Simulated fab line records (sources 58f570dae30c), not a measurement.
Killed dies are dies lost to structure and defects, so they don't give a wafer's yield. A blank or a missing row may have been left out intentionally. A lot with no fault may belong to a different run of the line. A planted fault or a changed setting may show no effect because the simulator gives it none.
Which tool was responsible? / flow berkeley cmos170 / Sampling: 14 lots, 42 wafers, 2 of 331 route steps

## WHAT THE GAUGES READ, wafer by wafer
UCB170_V2_BOW_MEAS_03.
lot=L616; measured=day 9 20:05; on=film metro-04; V2_BOW (um)=24 29 23
lot=L619; measured=day 9 22:31; on=film metro-04; V2_BOW (um)=40 41 38
lot=L618; measured=day 9 22:37; on=film metro-01; V2_BOW (um)=30 37 35
lot=L621; measured=day 10 07:15; on=film metro-03; V2_BOW (um)=43 38 39
lot=L623; measured=day 10 19:50; on=film metro-01; V2_BOW (um)=48 33 40
lot=L622; measured=day 10 21:01; on=film metro-01; V2_BOW (um)=32 35 26
lot=L624; measured=day 11 06:40; on=film metro-03; V2_BOW (um)=39 34 27
lot=L625; measured=day 11 09:33; on=film metro-01; V2_BOW (um)=31 26 40
lot=L629; measured=day 11 11:28; on=film metro-01; V2_BOW (um)=57 50 54 - - -
lot=L627; measured=day 11 13:07; on=film metro-04; V2_BOW (um)=51 49 54 - - -
lot=L630; measured=day 12 13:14; on=film metro-04; V2_BOW (um)=48 57 35
lot=L636; measured=day 13 12:36; on=film metro-03; V2_BOW (um)=33 30 25
lot=L635; measured=day 13 14:34; on=film metro-03; V2_BOW (um)=36 29 17
lot=L637; measured=day 14 05:59; on=film metro-01; V2_BOW (um)=33 42 24

## WHAT TOOL EACH LOT RAN ON (gives the tool, then ch and the chambers of the sampled wafers, and finally the start)
lot=L616; UCB170_V2_CMP_02=cmp-02 ch 0,1,2, day 9 19:56
lot=L619; UCB170_V2_CMP_02=cmp-01 ch 0,1,3, day 9 22:12
lot=L618; UCB170_V2_CMP_02=cmp-02 ch 1,2, day 9 22:19
lot=L621; UCB170_V2_CMP_02=cmp-02 ch 1,2,3, day 10 07:05
lot=L623; UCB170_V2_CMP_02=cmp-02 ch 1,2,3, day 10 19:34
lot=L622; UCB170_V2_CMP_02=cmp-01 ch 0,1,2, day 10 20:43
lot=L624; UCB170_V2_CMP_02=cmp-02 ch 0,3, day 11 06:19
lot=L625; UCB170_V2_CMP_02=cmp-02 ch 0,1,3, day 11 09:24
lot=L629; UCB170_V2_CMP_02=cmp-01 ch 0,1, day 11 11:13
lot=L627; UCB170_V2_CMP_02=cmp-01 ch 1,2, day 11 12:48
lot=L630; UCB170_V2_CMP_02=cmp-02 ch 1,2,3, day 12 12:59
lot=L636; UCB170_V2_CMP_02=cmp-01 ch 1,2, day 13 12:14
lot=L635; UCB170_V2_CMP_02=cmp-02 ch 0,1,3, day 13 14:16
lot=L637; UCB170_V2_CMP_02=cmp-01 ch 0,2,3, day 14 05:46
- UCB170_V2_CMP_02: polishes SiO2.

## WHAT THE TOOLS THEMSELVES READ (means of the sampled wafers that have a number; where no wafer has one, the mark that the record gives instead)
UCB170_V2_CMP_02.
lot=L616; tool=cmp-02; edge zone pressure frac=1.003; head pressure psi (psi)=5.991; motor current A (A)=15.7
lot=L619; tool=cmp-01; edge zone pressure frac=1.000; head pressure psi (psi)=6.000; motor current A (A)=14.8
lot=L618; tool=cmp-02; edge zone pressure frac=1.000; head pressure psi (psi)=6.001; motor current A (A)=14.3
lot=L621; tool=cmp-02; edge zone pressure frac=0.999; head pressure psi (psi)=6.008; motor current A (A)=15.1
lot=L623; tool=cmp-02; edge zone pressure frac=1.003; head pressure psi (psi)=5.999; motor current A (A)=14.7
lot=L622; tool=cmp-01; edge zone pressure frac=0.999; head pressure psi (psi)=6.000; motor current A (A)=15.6
lot=L624; tool=cmp-02; edge zone pressure frac=0.997; head pressure psi (psi)=6.006; motor current A (A)=16.0
lot=L625; tool=cmp-02; edge zone pressure frac=0.998; head pressure psi (psi)=5.995; motor current A (A)=15.3
lot=L629; tool=cmp-01; edge zone pressure frac=-; head pressure psi (psi)=-; motor current A (A)=-
lot=L627; tool=cmp-01; edge zone pressure frac=-; head pressure psi (psi)=-; motor current A (A)=-
lot=L630; tool=cmp-02; edge zone pressure frac=1.003; head pressure psi (psi)=5.997; motor current A (A)=14.8
lot=L636; tool=cmp-01; edge zone pressure frac=0.997; head pressure psi (psi)=5.997; motor current A (A)=17.0
lot=L635; tool=cmp-02; edge zone pressure frac=1.001; head pressure psi (psi)=5.997; motor current A (A)=16.1
lot=L637; tool=cmp-01; edge zone pressure frac=0.999; head pressure psi (psi)=6.000; motor current A (A)=14.8

## THE ANSWER, worked out from the rows above alone
Rule: the usual values come from the lots themselves. The widest of any qualifying gaps counts: lots, ordered by their means at a reading, are off when they make up no more than a third of the lots, leave a main group of 4 or more, and stand apart from it by 3 or more times the standard deviation of that group's means. If all means in a main group match to the digits the tables above print for the reading, that group is not used. A lot without any number at a reading at which 4 lots or more have one is off too. Any other lot the step has rows for is counted as sound. First the gauges in route order, then the tools' own readings, where a lot's mean is used as printed above. The first step at which some lot is off is used, and at that step the reading that is off furthest; a lot without a number counts as furthest.
Off: L629, L627, at UCB170_V2_CMP_02 (edge zone pressure frac). Without a number there: L629, L627. The main group: mean 1.000, standard deviation 0.0021.
A tool fits if, at that step or a process step before it, it ran every lot that is off, and no sound lot after the first of them. No candidate that was tried fits.

## WHAT THE SIMULATOR HAD PUT IN
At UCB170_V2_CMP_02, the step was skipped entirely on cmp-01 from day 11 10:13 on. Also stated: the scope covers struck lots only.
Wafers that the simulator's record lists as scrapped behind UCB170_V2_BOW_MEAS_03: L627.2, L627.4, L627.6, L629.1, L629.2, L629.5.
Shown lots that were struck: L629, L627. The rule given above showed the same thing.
